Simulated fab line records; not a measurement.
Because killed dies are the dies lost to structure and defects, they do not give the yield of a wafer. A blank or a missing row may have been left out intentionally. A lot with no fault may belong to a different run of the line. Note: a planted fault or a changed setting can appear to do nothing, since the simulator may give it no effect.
One fault seen from 2 desks | flow berkeleyCmos170 | each desk has only its own numbers; what lay behind them comes last

== DESK OF THE TOOL OWNER: rieDiel-02 ==
The tool's own readings at UCB170_M1_ETCH_11 (etches BARC in N2/H2): means of the sampled wafers that have a number, for each lot that ran on this tool. The brackets show how far a lot's mean lies from the usual mean; more than 4 standard deviations puts the lot out of limits, marked OUT.
Columns: A = drypumpMotorCurrentA at UCB170_M1_ETCH_11, usual 5.7 A; B = n2FlowSccm at UCB170_M1_ETCH_11, usual 100.0 sccm; C = oesProductAu at UCB170_M1_ETCH_11, usual 0.996 a.u.; D = throttleValvePct at UCB170_M1_ETCH_11, usual 13.23 %
lot  | first seen here | A   | B     | C     | D
L215 | day 8 17:59     | 5.7 | 99.7  | 0.982 | 13.24
L217 | day 9 12:51     | 5.7 | 100.0 | 0.983 | 13.24
L218 | day 9 13:41     | 5.6 | 100.0 | 0.986 | 13.24
L221 | day 9 21:48     | 5.8 | 100.0 | 0.996 | 13.11
L222 | day 10 00:14    | 5.6 | 99.9  | 0.993 | 13.28
L223 | day 10 13:49    | 5.9 | 100.2 | 0.990 | 13.07
This desk found nothing out of limits on any of the 6 lots.

== METROLOGY DESK ==
What the gauges read for every lot (on any tool): the sampled wafers with a number, averaged. The brackets show how far a lot's mean lies from the usual mean; more than 4 standard deviations puts the lot out of limits, marked OUT.
Columns: A = cdNm at UCB170_V2_CD_MEAS_90, usual 700.2 nm; B = M3_OVL at UCB170_M3_OVL_MEAS_16, usual -3 nm
lot  | first seen here | A     | B
L212 | day 8 21:16     | 700.7 | -1
L214 | day 9 03:11     | 701.9 | -1
L215 | day 9 03:54     | 701.6 | -5
L213 | day 9 04:47     | 701.1 | 1
L217 | day 9 22:28     | 701.4 | 6
L216 | day 9 23:52     | 702.4 | -3
L218 | day 10 00:24    | 700.5 | -3
L221 | day 10 10:53    | 698.8 | -8
L222 | day 10 11:09    | 696.9 | -7
L220 | day 10 12:29    | 700.6 | 1
L223 | day 11 01:25    | 701.6 | -10
L226 | day 11 19:19    | 699.2 | 2
L232 | day 13 02:25    | 697.0 | 2
L231 | day 13 04:13    | 700.1 | -3
This desk found nothing out of limits on any of the 14 lots.

== TAKEN TOGETHER ==
The tool owner's desk saw nothing out of limits.
At the metrology desk, nothing out of limits was observed.

== WHAT THE SIMULATOR HAD PUT IN ==
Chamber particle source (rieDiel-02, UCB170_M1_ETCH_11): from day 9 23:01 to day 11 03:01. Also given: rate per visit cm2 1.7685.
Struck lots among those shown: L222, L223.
